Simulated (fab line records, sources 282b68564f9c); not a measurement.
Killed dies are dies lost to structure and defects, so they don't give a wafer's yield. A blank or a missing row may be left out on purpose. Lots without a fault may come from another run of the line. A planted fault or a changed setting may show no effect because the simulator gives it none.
A struck lot beside a sound one | flow rit_cmos | 15 steps out of a route of 202
Sound: wafers L180.1, L180.4, L180.5. Struck: wafers L197.3, L197.5, L197.6. The cause comes at the end.
At each step with rows: each side's tool, then ch and its chambers, then its first start. Under that, the readings that differ: sound wafers | struck wafers | difference of the means | sigmas: that difference in standard deviations of wafers without a fault.
alike: readings whose means differ by less than 2 such deviations, and words and numbers that are the same on both sides. not compared: withheld readings, readings that some wafer has no value for, bounds like >300 that may hide the same value, and numbers for which the record gives no deviation and whose values overlap.
The two part at a step that has a row with sigmas, a row that says differs or no value, or rows on one side only. Numbers that don't overlap but have no deviation are shown without sigmas and don't part them. A reading that every wafer of one side lacks parts them only if that side has two wafers or more.

first, 2 steps without rows for these wafers: RIT_REOX_CLEAN_02 (cleans in SC2, time 600 s); RIT_REOX_OXIDATION_03 (target thk 25.2 nm, ox time 5580 s).
RIT_REOX_THK_MEAS_04:
  sound on film_metro-02, day 3 00:30; struck on film_metro-02, day 7 05:10
  alike: REOX_OXIDE_THK
then, 6 steps without rows for these wafers: RIT_NLDD_HMDS_00 (prime time 60 s); RIT_NLDD_COAT_01 (resist thk 1000 nm); RIT_NLDD_SOFTBAKE_02 (time 60 s); RIT_NLDD_EXPOSE_03 (exposes mask M7, target cd 40700 nm); RIT_NLDD_PEB_04; RIT_NLDD_DEVELOP_05 (develop time 50 s).
RIT_NLDD_OVL_MEAS_06:
  sound on overlay-02, day 3 01:25; struck on overlay-01, day 7 06:08
  alike: NLDD_OVL
then, 2 steps without rows for these wafers: RIT_NLDD_HARDBAKE_07 (time 60 s); RIT_NLDD_IMPLANT_08.
RIT_NLDD_STRIP_09: strips in O2, time 180 s.
  sound on plasma_asher-03 ch 0,1, day 3 01:53; struck on plasma_asher-03 ch 0,1, day 7 06:31
  reading                        | sound          | struck         | difference | sigmas
  chamber_pressure_mTorr (mTorr) | 4004 4005 4004 | 3198 3205 3200 | -803       | -99 or more
  alike: drypump_motor_current_A
  not compared: rf_hours_counter_h
RIT_NLDD_TW_MEAS_10:
  sound on film_metro-01, day 3 02:03; struck on film_metro-03, day 7 06:40
  alike: NLDD_TW
RIT_M1_PROBE_99:
  sound on prober-02, day 3 18:01; struck on prober-01, day 7 21:52
  alike: killed_at_contacts, killed_at_front_end, killed_dies, killed_open, killed_short

WHERE THEY PART
Only at RIT_NLDD_STRIP_09, within this record. Later steps at which nothing parts them and some readings are alike: RIT_NLDD_TW_MEAS_10, RIT_M1_PROBE_99.

WHY: what the simulator had put in
Process parameter drift: plasma_asher-03, from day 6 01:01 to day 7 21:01, at RIT_NLDD_STRIP_09. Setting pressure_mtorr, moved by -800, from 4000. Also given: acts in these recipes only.
